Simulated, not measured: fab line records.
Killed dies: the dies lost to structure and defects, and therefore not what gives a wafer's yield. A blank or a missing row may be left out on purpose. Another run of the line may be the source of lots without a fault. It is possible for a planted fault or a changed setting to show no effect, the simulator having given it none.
Problem report in the 8D (eight disciplines) form, filled by code	flow rit_cmos	the parts of the form that need people (team, actions taken, sign-off) are left out

== 1. PROBLEM STATEMENT ==
exposure_dose_mJ_cm2 at RIT_M1_EXPOSE_06 reads a mean of 249.86 on 3 wafers of 1 lot; wafers without a fault read 251.85 with a standard deviation of 0.25. That puts it -8.0 standard deviations away from the usual mean.
The step: exposes mask M12, target cd 2600 nm.
Earliest sighting: wafer L308.1 on iline_stepper-01 at day 5 17:26. The record holds 15 wafers of 5 lots with a number at this step. Rule for "out" (also "out of limits"): further than 4 standard deviations from the usual mean. All remaining wafers that have a number are taken as sound.

== 2. WHAT IT IS, AND WHAT IT ISN'T ==
question	is	is not
which readings at this step	exposure_dose_mJ_cm2	-
which lots	L308	L298, L300, L306, L320
which wafers of those lots	all that have a number	-
read on which tools	iline_stepper-01	iline_stepper-02
when	from day 5 17:26	up to then (9 sound wafers); but 3 sound wafers of L320 came after

== 3. WHAT RULES OUT EACH SUSPECT ==
Counting: a tool stays on the suspect list if, at a process step up to the reading, it processed all lots that are out and no sound lot following the first of them.
- rie_diel-03 at RIT_CONTACT_ETCH_11 (etches SiO2 in CHF3/CF4/Ar, stops on TiSi2, target depth 480 nm, time 320 s): ruled out as a lasting fault. Sound lots L320 ran on it after its first lot that is out, L308 (day 5 15:32).
- plasma_asher-02 at RIT_CONTACT_STRIP_12 (strips in O2, time 180 s): kept. It ran the lot that is out, L308 (day 5 15:43), and no sound lot after that; its last sound lot up to then is L300 (day 4 00:17).
- pvd_sputter-01 at RIT_M1_SPUTTER_00 (material Al, target thk 400 nm, time 500 s): kept. It ran the lot that is out, L308 (day 5 16:23), and no sound lot after that.
- iline_stepper-01 at RIT_M1_EXPOSE_06 (exposes mask M12, target cd 2600 nm): kept. It ran the lot that is out, L308 (day 5 17:26), and no sound lot after that; its last sound lot up to then is L298 (day 3 13:50). Out on those wafers are its own readings of exposure_dose_mJ_cm2.
Still standing after the count: plasma_asher-02 at RIT_CONTACT_STRIP_12, pvd_sputter-01 at RIT_M1_SPUTTER_00, iline_stepper-01 at RIT_M1_EXPOSE_06.

== 4. THE CAUSE (what the simulator had put in) ==
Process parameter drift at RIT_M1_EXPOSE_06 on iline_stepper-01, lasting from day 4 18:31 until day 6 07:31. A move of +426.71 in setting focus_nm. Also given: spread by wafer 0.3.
3 suspects survive the count, and this tool is in that group.

== 5. THE CHAIN OF EFFECTS, in route order ==
Each row: a reading whose mean over the struck wafers that have a number lies more than 3 standard deviations from the usual. Only readings whose record carries a usual standard deviation are examined. hours: median over the lots of the time between each lot's start at the first step of this table that gives one and its start at this step. sigmas: the change, counted in usual standard deviations.
hours	step	reading	usual	on struck wafers	change	sigmas
0	RIT_M1_EXPOSE_06	exposure_dose_mJ_cm2	251.85	249.86	-1.99	-8.0
Here are the process steps it includes:
- RIT_M1_EXPOSE_06: exposes mask M12, target cd 2600 nm.

== 6. WHAT WOULD HAVE CAUGHT IT SOONER ==
First out-of-limits reading in this record: day 5 17:26, which is 23 hours after fault onset at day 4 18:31.
